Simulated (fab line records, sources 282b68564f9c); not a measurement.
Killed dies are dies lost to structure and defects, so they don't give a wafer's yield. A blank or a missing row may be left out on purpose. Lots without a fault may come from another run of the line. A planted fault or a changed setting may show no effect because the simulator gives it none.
Split-lot experiment | flow rit_cmos | 5 lots, 23 wafers read, on a route of 202 steps

THE SPLIT
At RIT_M1_SPUTTER_00 (material Al, target thk 400 nm, time 500 s), the setting time_s was moved away from the recipe's 500 s on 6 of the 23 wafers read, by -9.2% to +14.9%. The other wafers ran this setting at the recipe's value.

FROM THE SPLIT TO THE READING: what the file shows between them, 6 steps
- RIT_M1_RS_MEAS_01: measures by four-point-probe
- RIT_M1_THK_MEAS_02: measures by xrf
- RIT_M1_SOFTBAKE_05: time 60 s (also split here: time_s)
- RIT_M1_EXPOSE_06: exposes mask M12, target cd 2600 nm
- RIT_M1_PEB_07
- RIT_M1_HARDBAKE_11: time 120 s

THE READING
oes_product_au, in a.u., at RIT_M1_METAL_ETCH_12 (etches Al in Cl2/BCl3, stops on SiO2, time 165 s, target depth 600 nm). Fault-free wafers of this fab line usually give 0.801 a.u., standard deviation 0.012 a.u..

wafer  | tool, chamber at the split | time_s as run, s | against the recipe | oes_product_au, a.u. | against lot-mates on the recipe
L074.1 | pvd_sputter-02, -          | 500              | recipe             | 0.792                | -
L074.2 | pvd_sputter-02, -          | 454.1            | -9.2%              | 0.734                | -0.049
L074.3 | pvd_sputter-02, -          | 454.1            | -9.2%              | 0.769                | -0.014
L074.4 | pvd_sputter-02, -          | 500              | recipe             | 0.779                | -
L074.6 | pvd_sputter-02, -          | 500              | recipe             | 0.778                | -
L079.1 | pvd_sputter-04, -          | 524.6            | +4.9%              | 0.817                | +0.026
L079.2 | pvd_sputter-04, -          | 524.6            | +4.9%              | 0.821                | +0.030
L079.4 | pvd_sputter-04, -          | 500              | recipe             | 0.795                | -
L079.5 | pvd_sputter-04, -          | 500              | recipe             | 0.790                | -
L079.6 | pvd_sputter-04, -          | 500              | recipe             | 0.788                | -
L080.2 | pvd_sputter-02, -          | 500              | recipe             | 0.787                | -
L080.3 | pvd_sputter-02, -          | 500              | recipe             | 0.810                | -
L080.4 | pvd_sputter-02, -          | 500              | recipe             | 0.781                | -
L080.5 | pvd_sputter-02, -          | 500              | recipe             | 0.802                | -
L080.6 | pvd_sputter-02, -          | 500              | recipe             | 0.795                | -
L082.1 | pvd_sputter-04, -          | 500              | recipe             | 0.833                | -
L082.2 | pvd_sputter-04, -          | 574.5            | +14.9%             | 0.878                | +0.054
L082.4 | pvd_sputter-04, -          | 574.5            | +14.9%             | 0.885                | +0.061
L082.5 | pvd_sputter-04, -          | 500              | recipe             | 0.823                | -
L082.6 | pvd_sputter-04, -          | 500              | recipe             | 0.817                | -
L085.1 | pvd_sputter-03, -          | 500              | recipe             | 0.813                | -
L085.3 | pvd_sputter-03, -          | 500              | recipe             | 0.800                | -
L085.4 | pvd_sputter-03, -          | 500              | recipe             | 0.813                | -

THE FIT
A straight line over all 23 wafers: oes_product_au changes by +0.00532 a.u. for each +1% of time_s; r = +0.89; the points scatter about the line by 0.015 a.u..
The same after taking each lot's own level away (the mean of its wafers on the recipe; 23 wafers): +0.00383 a.u. for each +1%; r = +0.92; scatter 0.0091 a.u..
On that fit, the largest move of time_s shifts the reading by 0.057 a.u..
The lots' own levels span 0.7830 to 0.8243 a.u., that is 3.4 times the standard deviation above.
So the lot-to-lot level changes the slope: the two fits differ.
Check: with one of the wafers moved furthest among these (+14.9%) left out of the fit, the line predicts +0.0607 a.u. for it against its lot-mates. It came out at +0.0537 a.u. against them.

OTHER SPLITS ON THESE WAFERS
These wafers also went through other splits before the reading. Each is held against what the fit with the lots' levels taken away leaves over:
other split on the same wafers | wafers away from the commonest value | r with oes_product_au (lot level and that fit taken away)
RIT_M1_SOFTBAKE_05 time_s      | 11                                   | -0.38

THE WHOLE CHAIN: every reading that the file lists as answering this split, in the file's order
step                 | what it does                                                          | reading                                                                     | change (the file's fit)                   | r (the file's)
RIT_M1_SPUTTER_00    | material Al, target thk 400 nm, time 500 s                            | Al_of_M1_SPUTTER_00.thk_nm (the simulator's own value, which no gauge read) | +3.83 nm for each +1% of the setting      | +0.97
RIT_M1_RS_MEAS_01    | measures by four-point-probe                                          | M1_AL_RS                                                                    | -0.000661 for each +1% of the setting     | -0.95
RIT_M1_THK_MEAS_02   | measures by xrf                                                       | M1_AL_THK                                                                   | +3.79 for each +1% of the setting         | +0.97
RIT_M1_METAL_ETCH_12 | etches Al in Cl2/BCl3, stops on SiO2, time 165 s, target depth 600 nm | oes_product_au                                                              | +0.00387 a.u. for each +1% of the setting | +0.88

THE FILE'S OWN FIT
oes_product_au changes by +0.00387 a.u. for each +1% of time_s, r = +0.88.
